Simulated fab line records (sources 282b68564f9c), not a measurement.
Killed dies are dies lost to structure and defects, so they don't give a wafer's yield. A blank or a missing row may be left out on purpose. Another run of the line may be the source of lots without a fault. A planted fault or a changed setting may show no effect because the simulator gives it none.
fab line records	flow ritCmos
[record] lots = 6	wafers = 18	lastDay = 7
route steps=202 shown REOX@99 NLDD@103 PLDD@114 SPACER@125 NSD@131 M1@202
lots with no fault: from the same line, run without faults
startH: hours from the record's first day to the start of the lot's first wafer shown	waitH: time in hours since the lot's previous step	" unchanged from the row above	L1.1+2: one row covering several wafers at once	- no value present, or no start provided	* or withheld: withheld	< > ~ a bound
route shown NAME@n: a module of which the file shows steps, and the number in the route of the first	usual: mean and standard deviation over wafers with no fault	same: alike in all rows	chamber/n: place in a boat	sites: the reading at each site	_std_site: their standard deviation	_edge_site: the outer-site mean with the inner-site mean subtracted	radiusMm: for every site, how far away it sits from the centre of the wafer	mask NAME#n: copy n	behind: the last tool/chamber to shape the wafer	hold: what put the lot on hold/how long, in hours/how the hold closed	device: whichever transistor did not switch (one of n, p or np)	end of line: tests run on the same wafers once the route is complete	a step with no rows: only its recipe	killed: at the first sort, the dies lost to defects and structure; wafer yield is something else	map: a wafer's dies, marking killed ones x, the rest . and places with no die _
set.NAME: the setting that was run; set.NAME@STEP: the one run at that earlier step	model.NAME: the simulator's own value behind a step, which no gauge read
lots at selected steps of the route; one table per step, one row per wafer
services: when a tool's chamber went out of use (startH, in hours from the record's first day, below 0 if earlier), for how many hours, and the reason
[[steps]]
[step RIT_REOX_CLEAN_01]
[recipe] chemistry = dHF	dilution = 50:1	timeS = 30
[step RIT_REOX_CLEAN_02]
[recipe] chemistry = SC2	mix = 3:3:50	timeS = 600	tempC = 75	dry = n2Spin
[step RIT_REOX_OXIDATION_03]
[recipe] tempC = 900	ambient = O2	targetThkA = 252	oxTimeS = 5580
[step RIT_REOX_THK_MEAS_04]
[recipe] reads = SiO2_of_REOX_OXIDATION_03
[usual] REOX_OXIDE_THK = 25.5/0.41
lot.wafer	tool	chamber	startH	waitH	REOX_OXIDE_THK[nm]
L193.1	filmMetro-03	-	65.72	0.0	26.1
L193.2	"	-	"	"	26.2
L193.5	"	-	"	"	26.2
L196.1	filmMetro-02	-	81.26	0.0	25.1
L196.5	"	-	"	"	25.4
L196.6	"	-	"	"	25.1
L202.3	filmMetro-02	-	111.42	0.0	25.3
L202.4	"	-	"	"	25.1
L202.6	"	-	"	"	25.3
L204.1	filmMetro-04	-	120.61	0.0	25.9
L204.3	"	-	"	"	25.4
L204.5	"	-	"	"	25.5
L208.1	filmMetro-04	-	146.32	0.0	26.1
L208.2	"	-	"	"	25.8
L208.5	"	-	"	"	25.7
L209.1	filmMetro-03	-	149.19	0.0	25.2
L209.3	"	-	"	"	25.2
L209.4	"	-	"	"	25.5
[step RIT_NLDD_HMDS_00]
[recipe] primeTimeS = 60	primeTempC = 140
[step RIT_NLDD_COAT_01]
[recipe] resist = NOVOLAK	spinRpm = 3250	resistThkNm = 1000
[step RIT_NLDD_SOFTBAKE_02]
[recipe] resist = NOVOLAK	tempC = 90	timeS = 60
[step RIT_NLDD_EXPOSE_03]
[recipe] maskId = M7	na = 0.57	targetCdNm = 40700	doseMj = 250
[step RIT_NLDD_PEB_04]
[recipe] resist = NOVOLAK	tempC = withheld	timeS = withheld
[step RIT_NLDD_DEVELOP_05]
[recipe] resist = NOVOLAK	developTimeS = 50	devTempC = 23
[step RIT_NLDD_OVL_MEAS_06]
[usual] NLDD_OVL = 0.6/1.3
lot.wafer	tool	chamber	startH	waitH	NLDD_OVL[nm]
L193.1	overlay-02	-	66.76	-	-0.1
L193.2	"	-	"	"	-2.3
L193.5	"	-	"	"	-0.4
L196.1	overlay-01	-	82.17	-	-1.1
L196.5	"	-	"	"	-0.4
L196.6	"	-	"	"	-0.9
L202.3	overlay-02	-	112.54	-	1.7
L202.4	"	-	"	"	0.2
L202.6	"	-	"	"	1.6
L204.1	overlay-02	-	121.64	-	0.9
L204.3	"	-	"	"	1.8
L204.5	"	-	"	"	1.6
L208.1	overlay-01	-	147.35	-	2.3
L208.2	"	-	"	"	2.2
L208.5	"	-	"	"	1.8
L209.1	overlay-01	-	150.10	-	0.4
L209.3	"	-	"	"	1.1
L209.4	"	-	"	"	-0.7
[step RIT_NLDD_HARDBAKE_07]
[recipe] resist = NOVOLAK	tempC = 140	timeS = 60
[step RIT_NLDD_IMPLANT_08]
[recipe] species = P	energyKev = 20	doseCm2 = 5e+14	tiltDeg = 7
[usual] beamOnS = 10.00/0.22	doseIonsCm2 = 5e+14/5.4e+11	endStationPressureTorr = 6.3e-06/3.1e-07	faradayCurrentUA = 1572/33
lot.wafer	tool	chamber	startH	waitH	beamOnS	doseIonsCm2	endStationPressureTorr	faradayCurrentUA
L193.1	implanter-04	0	66.94	0.1	10.11	4.994e+14	5.8e-06	1548
L193.2	"	0	"	"	10.15	5e+14	5.8e-06	1551
L193.5	"	0	"	"	9.87	5.015e+14	6.6e-06	1593
L196.1	implanter-03	0	82.35	0.1	9.85	4.998e+14	5.7e-06	1590
L196.5	"	0	"	"	9.92	5e+14	5.8e-06	1586
L196.6	"	0	"	"	9.57	4.995e+14	6.2e-06	1640
L202.3	implanter-04	0	112.76	0.1	9.81	9.96e+13	5.3e-06	321
L202.4	"	0	"	"	9.92	9.88e+13	5.5e-06	317
L202.6	"	0	"	"	10.01	9.99e+13	5.3e-06	316
L204.1	implanter-04	0	121.83	0.1	10.03	1e+14	5.1e-06	314
L204.3	"	0	"	"	9.82	9.91e+13	5.3e-06	320
L204.5	"	0	"	"	10.30	9.94e+13	5.2e-06	305
L208.1	implanter-02	0	147.54	0.1	9.63	5.004e+14	6.2e-06	1633
L208.2	"	0	"	"	10.53	4.997e+14	6.8e-06	1495
L208.5	"	0	"	"	9.88	5.008e+14	6.7e-06	1585
L209.1	implanter-03	0	150.29	0.1	9.98	5.011e+14	6.3e-06	1576
L209.3	"	0	"	"	9.87	5.006e+14	6.3e-06	1592
L209.4	"	0	"	"	10.21	5e+14	6.4e-06	1543
[step RIT_NLDD_STRIP_09]
[recipe] chemistry = O2	timeS = 180	resist = NOVOLAK	platenTempC = withheld	powerW = 500	pressureMtorr = 4000	o2FlowSccm = 4000
[usual] drypumpMotorCurrentA = 5.43/0.23	rfReflPowerW = 6.8/1.4
lot.wafer	tool	chamber	startH	waitH	drypumpMotorCurrentA	rfHoursCounterH	rfReflPowerW
L193.1	plasmaAsher-03	0	67.09	0.1	5.96	42	5.8
L193.2	"	1	"	"	5.39	42	6.3
L193.5	"	1	"	"	5.40	-	6.5
L196.1	plasmaAsher-01	0	82.50	0.1	5.37	45	7.3
L196.5	"	0	"	"	5.37	-	7.3
L196.6	"	1	"	"	5.27	-	5.6
L202.3	plasmaAsher-04	0	112.92	0.1	5.37	-	5.7
L202.4	"	1	"	"	5.30	-	9.7
L202.6	"	0	"	"	5.40	-	5.9
L204.1	plasmaAsher-04	0	121.98	0.1	5.37	33	5.8
L204.3	"	0	"	"	5.38	-	5.8
L204.5	"	0	"	"	5.38	-	6.0
L208.1	plasmaAsher-04	1	147.69	0.1	5.29	36	9.6
L208.2	"	0	"	"	5.36	36	6.0
L208.5	"	1	"	"	5.26	-	9.6
L209.1	plasmaAsher-01	1	150.44	0.1	5.26	4	5.7
L209.3	"	1	"	"	5.26	-	5.7
L209.4	"	0	"	"	5.35	-	7.4
[step RIT_NLDD_TW_MEAS_10]
[usual] NLDD_TW = 2461/14
lot.wafer	tool	chamber	startH	waitH	NLDD_TW
L193.1	filmMetro-01	-	67.27	0.1	2436
L193.2	"	-	"	"	2449
L193.5	"	-	"	"	2445
L196.1	filmMetro-01	-	82.68	0.1	2466
L196.5	"	-	"	"	2446
L196.6	"	-	"	"	2457
L202.3	filmMetro-02	-	113.06	0.1	1529
L202.4	"	-	"	"	1530
L202.6	"	-	"	"	1530
L204.1	filmMetro-02	-	122.16	0.1	1549
L204.3	"	-	"	"	1538
L204.5	"	-	"	"	1548
L208.1	filmMetro-02	-	147.86	0.1	2459
L208.2	"	-	"	"	2452
L208.5	"	-	"	"	2456
L209.1	filmMetro-02	-	150.61	0.1	2451
L209.3	"	-	"	"	2454
L209.4	"	-	"	"	2457
[step RIT_PLDD_HMDS_00]
[recipe] primeTimeS = 60	primeTempC = 140
[step RIT_PLDD_COAT_01]
[recipe] resist = NOVOLAK	spinRpm = 3250	resistThkNm = 1000
[step RIT_PLDD_SOFTBAKE_02]
[recipe] resist = NOVOLAK	tempC = 90	timeS = 60
[step RIT_PLDD_EXPOSE_03]
[recipe] maskId = M8	na = 0.57	targetCdNm = 40900	doseMj = 250
[step RIT_PLDD_PEB_04]
[recipe] resist = NOVOLAK	tempC = withheld	timeS = withheld
[step RIT_PLDD_DEVELOP_05]
[recipe] resist = NOVOLAK	developTimeS = 50	devTempC = 23.98
[step RIT_PLDD_OVL_MEAS_06]
[usual] PLDD_OVL = 0.4/1.4
lot.wafer	tool	chamber	startH	waitH	PLDD_OVL[nm]
L193.1	overlay-02	-	68.30	-	0.8
L193.2	"	-	"	"	1.6
L193.5	"	-	"	"	2.6
L196.1	overlay-02	-	83.79	-	-0.5
L196.5	"	-	"	"	0.5
L196.6	"	-	"	"	0.4
L202.3	overlay-02	-	114.08	-	-0.4
L202.4	"	-	"	"	-0.4
L202.6	"	-	"	"	-0.4
L204.1	overlay-01	-	123.19	-	2.8
L204.3	"	-	"	"	2.4
L204.5	"	-	"	"	2.3
L208.1	overlay-02	-	148.90	-	-0.2
L208.2	"	-	"	"	0.4
L208.5	"	-	"	"	0.7
L209.1	overlay-02	-	151.52	-	0.4
L209.3	"	-	"	"	-0.4
L209.4	"	-	"	"	1.7
[step RIT_PLDD_HARDBAKE_07]
[recipe] resist = NOVOLAK	tempC = 140	timeS = 60
[step RIT_PLDD_IMPLANT_08]
[recipe] species = BF2	energyKev = 20	doseCm2 = 9e+14	tiltDeg = 7
[step RIT_PLDD_STRIP_09]
[recipe] chemistry = O2	timeS = 180	resist = NOVOLAK	platenTempC = withheld	powerW = 500	pressureMtorr = 4000	o2FlowSccm = 4000
[usual] drypumpMotorCurrentA = 5.43/0.29	rfReflPowerW = 6.8/1.4
lot.wafer	tool	chamber	startH	waitH	drypumpMotorCurrentA	rfHoursCounterH	rfReflPowerW
L193.1	plasmaAsher-02	1	68.64	0.1	5.72	45	6.2
L193.2	"	0	"	"	5.01	45	6.9
L193.5	"	1	"	"	5.68	-	6.4
L196.1	plasmaAsher-02	0	84.20	0.1	5.01	47	6.9
L196.5	"	1	"	"	5.63	-	6.3
L196.6	"	0	"	"	5.02	-	6.8
L202.3	plasmaAsher-04	1	114.47	0.1	5.28	-	9.7
L202.4	"	0	"	"	5.43	-	5.8
L202.6	"	0	"	"	5.43	-	5.9
L204.1	plasmaAsher-04	1	123.53	0.1	5.33	34	9.5
L204.3	"	0	"	"	5.38	-	5.9
L204.5	"	1	"	"	5.31	-	9.5
L208.1	plasmaAsher-02	1	149.23	0.1	5.63	53	6.1
L208.2	"	0	"	"	4.99	53	6.9
L208.5	"	0	"	"	4.97	-	6.8
L209.1	plasmaAsher-02	0	151.86	0.1	4.98	53	6.8
L209.3	"	1	"	"	5.65	-	6.1
L209.4	"	0	"	"	4.99	-	6.9
[step RIT_PLDD_TW_MEAS_10]
[usual] PLDD_TW = 2321/18
lot.wafer	tool	chamber	startH	waitH	PLDD_TW
L193.1	filmMetro-01	-	68.81	0.1	2319
L193.2	"	-	"	"	2300
L193.5	"	-	"	"	2313
L196.1	filmMetro-03	-	84.38	0.1	2340
L196.5	"	-	"	"	2332
L196.6	"	-	"	"	2332
L202.3	filmMetro-02	-	114.60	0.1	2317
L202.4	"	-	"	"	2312
L202.6	"	-	"	"	2330
L204.1	filmMetro-01	-	123.70	0.1	2292
L204.3	"	-	"	"	2307
L204.5	"	-	"	"	2307
L208.1	filmMetro-02	-	149.41	0.1	2303
L208.2	"	-	"	"	2311
L208.5	"	-	"	"	2317
L209.1	filmMetro-02	-	152.03	0.1	2312
L209.3	"	-	"	"	2310
L209.4	"	-	"	"	2315
[step RIT_SPACER_CLEAN_00]
[recipe] chemistry = SC1	mix = 3:3:50	timeS = 600	tempC = 75
[step RIT_SPACER_CLEAN_01]
[recipe] chemistry = dHF	dilution = 50:1	timeS = 30
[step RIT_SPACER_CLEAN_02]
[recipe] chemistry = SC2	mix = 3:3:50	timeS = 600	tempC = 75	dry = n2Spin
[step RIT_SPACER_CVD_03]
[recipe] material = Si3N4	targetThkNm = 250	tempC = 810	precursor = SiH2Cl2/NH3	timeS = 3300	pressureMtorr = 300	sih2cl2FlowSccm = 60	nh3FlowSccm = 150
[step RIT_SPACER_THK_MEAS_04]
[recipe] reads = Si3N4_of_SPACER_CVD_03
[usual] SPACER_NITRIDE_THK = 248.8/2.8
lot.wafer	tool	chamber	startH	waitH	SPACER_NITRIDE_THK[nm]
L193.1	filmMetro-03	-	72.13	0.0	248.2
L193.2	"	-	"	"	249.8
L193.5	"	-	"	"	249.3
L196.1	filmMetro-03	-	86.72	0.0	250.4
L196.5	"	-	"	"	251.5
L196.6	"	-	"	"	252.9
L202.3	filmMetro-04	-	117.12	0.0	251.9
L202.4	"	-	"	"	249.4
L202.6	"	-	"	"	249.5
L204.1	filmMetro-01	-	126.06	0.0	249.3
L204.3	"	-	"	"	249.4
L204.5	"	-	"	"	249.8
L208.1	filmMetro-04	-	151.93	0.0	250.8
L208.2	"	-	"	"	248.9
L208.5	"	-	"	"	249.0
L209.1	filmMetro-03	-	154.39	0.0	248.0
L209.3	"	-	"	"	246.2
L209.4	"	-	"	"	246.3
[step RIT_SPACER_ETCHBACK_05]
[recipe] targetDepthA = 2500	SF6_flow_sccm = 30	CHF3_flow_sccm = 30	target = Si3N4	chemistry = SF6/CHF3	pressureMtorr = 40	rfW = 250	timeS = 240	stopOn = SiO2
[usual] drypumpMotorCurrentA = 5.80/0.28	oesProductAu = 0.845/0.012	throttleValvePct = 10.27/0.12
lot.wafer	tool	chamber	startH	waitH	drypumpMotorCurrentA	oesProductAu	rfHoursCounterH	throttleValvePct
L193.1	rieDiel-03	2	72.19	0.1	5.51	0.850	69	10.17
L193.2	"	1	"	"	6.19	0.838	2	10.24
L193.5	"	1	"	"	6.22	0.827	-	10.25
L196.1	rieDiel-04	3	86.78	0.1	5.34	0.871	93	10.38
L196.5	"	0	"	"	5.91	0.843	-	10.06
L196.6	"	1	"	"	5.44	0.863	-	10.27
L202.3	rieDiel-03	3	117.16	0.0	5.86	0.837	86	10.24
L202.4	"	2	"	"	5.47	0.851	70	10.17
L202.6	"	1	"	"	6.25	0.846	-	10.26
L204.1	rieDiel-02	2	126.12	0.1	5.89	0.859	138	10.14
L204.3	"	1	"	"	5.92	0.840	98	10.33
L204.5	"	0	"	"	5.61	0.839	-	10.48
L208.1	rieDiel-03	2	151.99	0.1	5.49	0.859	71	10.17
L208.2	"	1	"	"	6.23	0.841	4	10.23
L208.5	"	2	"	"	5.51	0.851	-	10.19
L209.1	rieDiel-04	1	154.45	0.1	5.45	0.846	109	10.25
L209.3	"	0	"	"	5.91	0.837	73	10.06
L209.4	"	2	"	"	5.66	0.845	6	10.24
[step RIT_NSD_HMDS_00]
[recipe] primeTimeS = 60	primeTempC = 140
[step RIT_NSD_COAT_01]
[recipe] resist = NOVOLAK	spinRpm = 3250	resistThkNm = 1000
[step RIT_NSD_SOFTBAKE_02]
[recipe] resist = NOVOLAK	tempC = 90	timeS = 60
[step RIT_NSD_EXPOSE_03]
[recipe] maskId = M9	na = 0.57	targetCdNm = 40700	doseMj = 250
[step RIT_NSD_PEB_04]
[recipe] resist = NOVOLAK	tempC = withheld	timeS = withheld
[step RIT_NSD_DEVELOP_05]
[recipe] resist = NOVOLAK	developTimeS = 50	devTempC = 22.26
[step RIT_NSD_OVL_MEAS_06]
[usual] NSD_OVL = 2.1/1.4
lot.wafer	tool	chamber	startH	waitH	NSD_OVL[nm]
L193.1	overlay-01	-	73.19	-	2.9
L193.2	"	-	"	"	4.1
L193.5	"	-	"	"	3.5
L196.1	overlay-01	-	87.78	-	2.9
L196.5	"	-	"	"	2.0
L196.6	"	-	"	"	2.2
L202.3	overlay-01	-	118.17	-	1.6
L202.4	"	-	"	"	2.9
L202.6	"	-	"	"	2.0
L204.1	overlay-01	-	127.25	-	1.4
L204.3	"	-	"	"	1.3
L204.5	"	-	"	"	1.8
L208.1	overlay-01	-	152.99	-	0.6
L208.2	"	-	"	"	-1.2
L208.5	"	-	"	"	0.3
L209.1	overlay-01	-	155.58	-	1.9
L209.3	"	-	"	"	4.6
L209.4	"	-	"	"	2.8
[step RIT_NSD_HARDBAKE_07]
[recipe] resist = NOVOLAK	tempC = 140	timeS = 60
[step RIT_NSD_IMPLANT_08]
[recipe] species = P	energyKev = 25	doseCm2 = 9.903e+14	tiltDeg = 7
[step RIT_NSD_STRIP_09]
[recipe] chemistry = O2	timeS = 180	resist = NOVOLAK	platenTempC = withheld	powerW = 500	pressureMtorr = 4000	o2FlowSccm = 4000
[usual] drypumpMotorCurrentA = 5.32/0.25	rfReflPowerW = 6.8/1
lot.wafer	tool	chamber	startH	waitH	drypumpMotorCurrentA	rfHoursCounterH	rfReflPowerW
L193.1	plasmaAsher-02	0	73.53	0.1	4.98	45	6.8
L193.2	"	1	"	"	5.64	45	6.3
L193.5	"	0	"	"	5.00	-	6.8
L196.1	plasmaAsher-02	0	88.12	0.1	4.98	47	6.8
L196.5	"	0	"	"	4.99	-	6.5
L196.6	"	1	"	"	5.67	-	6.5
L202.3	plasmaAsher-02	1	118.56	0.1	5.65	-	6.4
L202.4	"	0	"	"	5.01	-	6.9
L202.6	"	0	"	"	5.00	-	6.7
L204.1	plasmaAsher-01	0	127.58	0.1	5.36	1	7.4
L204.3	"	0	"	"	5.37	-	7.1
L204.5	"	1	"	"	5.24	-	5.8
L208.1	plasmaAsher-02	1	153.32	0.1	5.73	53	6.5
L208.2	"	0	"	"	5.01	53	7.0
L208.5	"	0	"	"	4.98	-	6.7
L209.1	plasmaAsher-02	1	155.91	0.1	5.63	54	6.5
L209.3	"	1	"	"	5.63	-	6.1
L209.4	"	0	"	"	5.01	-	6.7
[step RIT_SDANNEAL_RS_MEAS_07]
[recipe] thkMeasGauge = four-point-probe
[usual] NLDD_RS = 151.7/0.57
lot.wafer	tool	chamber	startH	waitH	NLDD_RS[ohm/sq]
L193.1	filmMetro-03	-	75.97	0.1	151.1
L193.2	"	-	"	"	151.5
L193.5	"	-	"	"	151.3
L196.1	filmMetro-01	-	90.68	0.1	152.4
L196.5	"	-	"	"	152.2
L196.6	"	-	"	"	152.0
L202.3	filmMetro-02	-	121.12	0.1	521.4
L202.4	"	-	"	"	520.2
L202.6	"	-	"	"	520.9
L204.1	filmMetro-03	-	130.02	0.1	503.8
L204.3	"	-	"	"	500.7
L204.5	"	-	"	"	496.4
L208.1	filmMetro-02	-	155.98	0.1	151.6
L208.2	"	-	"	"	151.8
L208.5	"	-	"	"	151.6
L209.1	filmMetro-03	-	158.35	0.1	151.4
L209.3	"	-	"	"	151.4
L209.4	"	-	"	"	151.0
[step RIT_M1_PROBE_99]
[usual] killed_at_M0_to_M3 = 0.0/0.16	killedAtFrontEnd = 7/3.1	killedDies = 7/3.1	killedOpen = 3.6/2	killedShort = 3.5/2
[same] grossDies = 264	killed_at_M4_up = 0	killedAtBackSide = 0	killedAtContacts = 0	killedAtOther = 0
lot.wafer	tool	chamber	startH	waitH	killed_at_M0_to_M3	killedAtFrontEnd	killedDies	killedOpen	killedShort
L193.1	prober-01	-	83.44	0.1	0	10	10	6	4
L193.2	prober-01	-	83.49	0.1	0	11	11	8	3
L193.5	prober-01	-	83.64	0.2	0	7	7	4	3
L196.1	prober-02	-	97.77	0.1	0	8	8	3	5
L196.5	prober-02	-	97.97	0.2	0	6	6	4	2
L196.6	prober-02	-	98.02	0.2	0	9	9	6	3
L202.3	prober-02	-	128.95	0.2	0	4	4	2	2
L202.4	prober-02	-	129.00	0.2	0	12	12	6	6
L202.6	prober-02	-	129.10	0.2	0	4	4	2	2
L204.1	prober-02	-	139.66	0.1	0	10	10	6	4
L204.3	prober-02	-	139.76	0.2	1	13	14	4	10
L204.5	prober-02	-	139.86	0.2	0	4	4	0	4
L208.1	prober-02	-	163.56	0.1	0	3	3	1	2
L208.2	prober-02	-	163.61	0.1	0	8	8	5	3
L208.5	prober-02	-	163.76	0.2	0	4	4	1	3
L209.1	prober-01	-	165.70	0.1	0	13	13	5	8
L209.3	prober-01	-	165.80	0.2	0	10	10	7	3
L209.4	prober-01	-	165.85	0.2	0	7	7	0	7
// killed by level:class
L193.1 FOX1:geometricParticle:short=2 GATE:geometricParticle:open=2 FOX1:geometricParticle:open=1 FOX2:geometricParticle:open=1 GATE:geometricParticle:short=1 REOX:geometricParticle:open=1 REOX:geometricParticle:short=1 SILICIDE:geometricParticle:open=1
L193.2 REOX:geometricParticle:open=3 GATE:geometricParticle:open=2 FOX1:geometricParticle:open=1 FOX2:geometricParticle:open=1 REOX:geometricParticle:short=1 SPACER:geometricParticle:short=1 SILICIDE:geometricParticle:short=1 SILICIDE:geometricParticle:open=1
L193.5 GATE:geometricParticle:short=2 REOX:geometricParticle:open=2 FOX1:geometricParticle:open=1 SPACER:geometricParticle:short=1 SILICIDE:geometricParticle:open=1
L196.1 GATE:geometricParticle:short=2 GATE:geometricParticle:open=2 FOX1:geometricParticle:open=1 FOX1:geometricParticle:short=1 FOX2:geometricParticle:short=1 SPACER:geometricParticle:short=1
L196.5 GATE:geometricParticle:open=4 GATE:geometricParticle:short=2
L196.6 GATE:geometricParticle:open=4 GATE:geometricParticle:short=2 FOX1:geometricParticle:short=1 FOX1:geometricParticle:open=1 FOX2:geometricParticle:open=1
L202.3 FOX1:geometricParticle:short=1 FOX2:geometricParticle:open=1 GATE:geometricParticle:open=1 SPACER:geometricParticle:short=1
L202.4 SPACER:geometricParticle:open=5 GATE:geometricParticle:short=4 SPACER:geometricParticle:short=2 REOX:geometricParticle:open=1
L202.6 REOX:geometricParticle:open=2 GATE:geometricParticle:short=1 SPACER:geometricParticle:short=1
L204.1 GATE:geometricParticle:short=3 GATE:geometricParticle:open=2 SPACER:geometricParticle:open=2 FOX1:geometricParticle:open=1 FOX2:geometricParticle:open=1 SILICIDE:geometricParticle:short=1
L204.3 SILICIDE:geometricParticle:short=3 FOX1:geometricParticle:short=2 GATE:geometricParticle:short=2 REOX:geometricParticle:short=2 SPACER:geometricParticle:open=2 GATE:geometricParticle:open=1 REOX:geometricParticle:open=1 M1:geometricParticle:short=1
L204.5 GATE:geometricParticle:short=2 REOX:geometricParticle:short=1 SILICIDE:geometricParticle:short=1
L208.1 GATE:geometricParticle:short=1 SPACER:geometricParticle:short=1 SPACER:geometricParticle:open=1
L208.2 FOX1:geometricParticle:open=3 FOX1:geometricParticle:short=2 GATE:geometricParticle:short=1 GATE:geometricParticle:open=1 REOX:geometricParticle:open=1
L208.5 SPACER:geometricParticle:short=2 FOX1:geometricParticle:short=1 SPACER:geometricParticle:open=1
L209.1 GATE:geometricParticle:open=4 FOX2:geometricParticle:short=3 FOX1:geometricParticle:short=1 GATE:geometricParticle:short=1 REOX:geometricParticle:short=1 SPACER:geometricParticle:open=1 SPACER:geometricParticle:short=1 SILICIDE:geometricParticle:short=1
L209.3 FOX2:geometricParticle:open=3 GATE:geometricParticle:open=2 SPACER:geometricParticle:short=2 SILICIDE:geometricParticle:open=2 GATE:geometricParticle:short=1
L209.4 SILICIDE:geometricParticle:short=4 FOX1:geometricParticle:short=1 REOX:geometricParticle:short=1 SPACER:geometricParticle:short=1
[[services]]
tool	chamber	startH	hours	kind
implanter-02	-	44.18	7.1	repair
rieDiel-04	2	52.61	22.1	repair
rieDiel-02	3	54.94	3.4	repair
rieDiel-04	0	58.21	4.0	repair
plasmaAsher-04	-	59.66	0.8	repair
implanter-03	-	72.95	3.6	repair
rieDiel-02	-	74.91	2.8	pm
implanter-04	-	77.54	1.0	repair
plasmaAsher-01	-	77.77	2.8	pm
implanter-04	-	81.70	2.8	repair
implanter-02	-	89.40	6.8	repair
rieDiel-03	0	93.90	-	clean
rieDiel-03	0	93.90	16.7	scheduledDown
rieDiel-03	0	93.90	16.7	ventCycle
implanter-02	-	94.09	1.1	repair
plasmaAsher-02	-	105.46	2.7	repair
plasmaAsher-01	-	108.75	9.0	pm
plasmaAsher-01	0	108.75	9.0	ventCycle
rieDiel-04	0	110.72	3.3	repair
rieDiel-02	0	121.05	3.6	repair
implanter-02	-	134.38	5.2	pm
implanter-03	-	135.18	6.8	repair
plasmaAsher-03	-	142.47	3.9	repair
plasmaAsher-02	-	143.78	2.8	repair
[[key]]
[firstSign] step = RIT_NLDD_IMPLANT_08	reading = doseIonsCm2	direction = down	sigmas = 99+	usual = 5e+14	struck = 9.95e+13
[effect] step = RIT_NLDD_IMPLANT_08	reading = faradayCurrentUA	direction = down	sigmas = 38	usual = 1572	struck = 316
[effect] step = RIT_NLDD_TW_MEAS_10	reading = NLDD_TW	direction = down	sigmas = 66	usual = 2461	struck = 1537
[effect] step = RIT_SDANNEAL_RS_MEAS_07	reading = NLDD_RS	direction = up	sigmas = 99+	usual = 151.7	struck = 510.6
metAt RIT_NLDD_IMPLANT_08
struckWafers L202.3,L202.4,L202.6,L204.1,L204.3,L204.5
testerLeftOut L202,L204
onsetBetween 66.94 112.76
[fault] kind = processParameterDrift	tool = implanter-04	chamber = -	onsetH = 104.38	steps = RIT_NLDD_IMPLANT_08	channel = doseCm2	offset = -4e+14	shape = step	endH = 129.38	actsIn = theseRecipesOnly	stated = 5e+14
// testerLeftOut: of these lots the tester's yield and bins aren't shown, on N5 and GAA mostly nor the transistor test; their killed dies are dies lost to structure and defects alone, not to doping, threshold or leakage, so they don't give the yield
